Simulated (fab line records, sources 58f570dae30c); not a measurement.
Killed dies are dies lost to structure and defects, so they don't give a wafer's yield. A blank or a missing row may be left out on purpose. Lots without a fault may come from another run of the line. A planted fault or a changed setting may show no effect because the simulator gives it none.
Which tool did it? | flow berkeley_cmos170 | 14 lots, 42 wafers sampled, at 5 steps of a route of 331

WHAT THE GAUGES READ, wafer by wafer
UCB170_PWELL_TW_MEAS_17.
lot  | measured    | on            | PWELL_TW
L208 | day 3 19:38 | film_metro-02 | 378 379 377
L211 | day 4 05:32 | film_metro-04 | 375 375 376
L210 | day 4 05:49 | film_metro-04 | 377 375 378
L209 | day 4 06:04 | film_metro-02 | 379 379 380
L213 | day 4 19:02 | film_metro-01 | 371 372 370
L216 | day 5 07:10 | film_metro-01 | 374 375 374
L217 | day 5 15:02 | film_metro-01 | 373 374 373
L219 | day 5 20:16 | film_metro-01 | 371 372 372
L218 | day 5 20:31 | film_metro-04 | 379 378 378
L220 | day 6 04:28 | film_metro-01 | 373 371 369
L223 | day 7 07:03 | film_metro-02 | 402 402 403
L227 | day 7 14:35 | film_metro-04 | 406 407 406
L228 | day 8 04:22 | film_metro-04 | 378 377 378
L230 | day 8 16:22 | film_metro-04 | 380 377 378

UCB170_NSD_CD_MEAS_06: target cd 1200 nm.
lot  | measured     | on        | cd_nm (nm)
L208 | day 8 09:26  | cd_sem-01 | 1199.0 1198.4 1199.6
L211 | day 8 16:24  | cd_sem-02 | 1200.6 1200.6 1200.5
L210 | day 8 17:00  | cd_sem-01 | 1198.9 1199.6 1199.0
L209 | day 8 16:42  | cd_sem-02 | 1198.3 1199.7 1200.1
L213 | day 9 03:55  | cd_sem-02 | 1200.4 1199.4 1199.2
L216 | day 9 15:58  | cd_sem-01 | 1200.0 1200.4 1198.3
L217 | day 10 01:10 | cd_sem-01 | 1199.7 1199.8 1199.8
L219 | day 10 02:19 | cd_sem-01 | 1199.3 1199.1 1199.8
L218 | day 10 02:05 | cd_sem-02 | 1198.2 1198.9 1198.1
L220 | day 10 17:54 | cd_sem-02 | 1198.1 1198.9 1200.0
L223 | day 11 15:56 | cd_sem-02 | 1198.0 1197.7 1196.5
L227 | day 11 16:39 | cd_sem-01 | 1202.1 1200.7 1201.1
L228 | day 12 12:20 | cd_sem-02 | 1200.6 1200.3 1199.7
L230 | day 13 05:53 | cd_sem-01 | 1198.2 1199.2 1198.4

UCB170_SILICIDE_RS_MEAS_02: measures by four-point-probe.
lot  | measured     | on            | SILICIDE_TI_RS (ohm/sq)
L208 | day 8 11:29  | film_metro-04 | 25.9 25.5 26.2
L211 | day 8 19:08  | film_metro-04 | 25.5 25.5 25.4
L210 | day 8 20:27  | film_metro-04 | 25.7 25.8 25.6
L209 | day 8 19:53  | film_metro-01 | 26.3 27.0 26.5
L213 | day 9 06:14  | film_metro-02 | 26.2 26.0 25.9
L216 | day 9 18:27  | film_metro-02 | 26.1 25.1 25.5
L217 | day 10 03:52 | film_metro-02 | 25.9 25.1 25.6
L219 | day 10 04:50 | film_metro-04 | 26.3 26.7 26.7
L218 | day 10 04:30 | film_metro-01 | 26.0 26.1 25.6
L220 | day 10 20:43 | film_metro-02 | 25.6 26.3 26.1
L223 | day 11 18:34 | film_metro-04 | 25.7 25.8 26.1
L227 | day 11 19:17 | film_metro-01 | 26.0 25.8 25.4
L228 | day 12 15:27 | film_metro-04 | 26.8 26.7 26.8
L230 | day 13 08:31 | film_metro-01 | 25.8 25.7 25.6

WHICH TOOL RAN EACH LOT (tool, then ch and the chambers of the sampled wafers, then the start)
lot  | UCB170_PWELL_IMPLANT_15        | UCB170_SDANNEAL_RTA_00
L208 | implanter-01 ch 0, day 3 19:24 | rtp_anneal-02 ch 0, day 8 10:47
L211 | implanter-04 ch 0, day 4 05:19 | rtp_anneal-01 ch 0, day 8 18:25
L210 | implanter-03 ch 0, day 4 05:34 | rtp_anneal-02 ch 0, day 8 19:44
L209 | implanter-01 ch 0, day 4 05:49 | rtp_anneal-02 ch 0, day 8 19:11
L213 | implanter-01 ch 0, day 4 18:49 | rtp_anneal-02 ch 0, day 9 05:31
L216 | implanter-03 ch 0, day 5 06:56 | rtp_anneal-02 ch 0, day 9 17:44
L217 | implanter-01 ch 0, day 5 14:47 | rtp_anneal-01 ch 0, day 10 03:10
L219 | implanter-01 ch 0, day 5 20:01 | rtp_anneal-02 ch 0, day 10 04:08
L218 | implanter-03 ch 0, day 5 20:17 | rtp_anneal-02 ch 0, day 10 03:47
L220 | implanter-04 ch 0, day 6 04:13 | rtp_anneal-01 ch 0, day 10 20:00
L223 | implanter-03 ch 0, day 7 06:49 | rtp_anneal-02 ch 0, day 11 17:49
L227 | implanter-03 ch 0, day 7 14:21 | rtp_anneal-02 ch 0, day 11 18:34
L228 | implanter-01 ch 0, day 8 04:07 | rtp_anneal-01 ch 0, day 12 14:44
L230 | implanter-04 ch 0, day 8 16:07 | rtp_anneal-02 ch 0, day 13 07:49
- UCB170_PWELL_IMPLANT_15
- UCB170_SDANNEAL_RTA_00: time 10 s.

WHAT THE TOOLS THEMSELVES READ (means of the sampled wafers that have a number; where no wafer has one, the mark that the record gives instead)
UCB170_PWELL_IMPLANT_15.
lot  | tool         | beam_on_s (s) | faraday_current_uA
L208 | implanter-01 | 9.97          | 15.9
L211 | implanter-04 | 9.86          | 16.1
L210 | implanter-03 | 9.84          | 16.1
L209 | implanter-01 | 9.88          | 16.0
L213 | implanter-01 | 9.86          | 16.1
L216 | implanter-03 | 9.87          | 16.0
L217 | implanter-01 | 9.96          | 15.9
L219 | implanter-01 | 9.90          | 16.0
L218 | implanter-03 | 9.96          | 16.0
L220 | implanter-04 | 10.07         | 15.8
L223 | implanter-03 | 12.16         | 13.1
L227 | implanter-03 | 12.34         | 12.8
L228 | implanter-01 | 9.97          | 15.9
L230 | implanter-04 | 10.07         | 15.8

UCB170_SDANNEAL_RTA_00.
lot  | tool          | lamp_power_pct (%) | wafer_temp_C_max
L208 | rtp_anneal-02 | 21.6               | 904.9
L211 | rtp_anneal-01 | 22.7               | 903.7
L210 | rtp_anneal-02 | 21.6               | 904.6
L209 | rtp_anneal-02 | 21.6               | 905.0
L213 | rtp_anneal-02 | 21.6               | 905.0
L216 | rtp_anneal-02 | 21.6               | 904.3
L217 | rtp_anneal-01 | 22.7               | 904.3
L219 | rtp_anneal-02 | 21.6               | 904.9
L218 | rtp_anneal-02 | 21.6               | 905.6
L220 | rtp_anneal-01 | 22.7               | 903.5
L223 | rtp_anneal-02 | 21.6               | 905.1
L227 | rtp_anneal-02 | 21.6               | 904.2
L228 | rtp_anneal-01 | 22.7               | 904.1
L230 | rtp_anneal-02 | 21.6               | 904.7

THE ANSWER, worked out from the rows above alone
Rule: what is usual is taken from the lots themselves. Put in order of their means at a reading, lots are off if they are a third of the lots or fewer, leave a main group of 4 or more, and stand apart from it by a gap of 3 or more times the standard deviation of the main group's means; of several such gaps the widest counts. A main group whose means are all the same, to the digits that the tables above print for the reading, isn't used. A lot without any number at a reading at which 4 lots or more have one is off too. The other lots that the step has rows for count as sound. The gauges are gone through in route order, then the tools' own readings, and for those a lot's mean is taken as printed above. The first step at which some lot is off is used, and at that step the reading that is off furthest; a lot without a number counts as furthest.
Off: L223, L227, at UCB170_PWELL_TW_MEAS_17 (PWELL_TW). The main group: mean 375, standard deviation 2.9.
A tool fits if, at a process step before that reading, it ran every lot that is off, and no sound lot after the first of them. The gauges at UCB170_PWELL_TW_MEAS_17 aren't tried: what is off there is off at UCB170_PWELL_IMPLANT_15 too, on other tools, and a gauge's error can't cause that. One fits: implanter-03 at UCB170_PWELL_IMPLANT_15. Its last sound lot is L218 (day 5 20:17), its first lot that is off L223 (day 7 06:49): a fault that began between those two fits.
The tool's own readings at UCB170_PWELL_IMPLANT_15 bear it out: on the lots that are off they differ by more than 5 times the standard deviation of the sound lots' means. beam_on_s reads 12.25 s there against 9.93 s on the sound lots; faraday_current_uA reads 12.9 there against 16.0 on the sound lots.

WHAT THE SIMULATOR HAD PUT IN
Process parameter drift: implanter-03, from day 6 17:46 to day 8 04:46, at UCB170_PWELL_IMPLANT_15. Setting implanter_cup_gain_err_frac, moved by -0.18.
Lots struck among those shown: L223, L227. The rule above found the same.
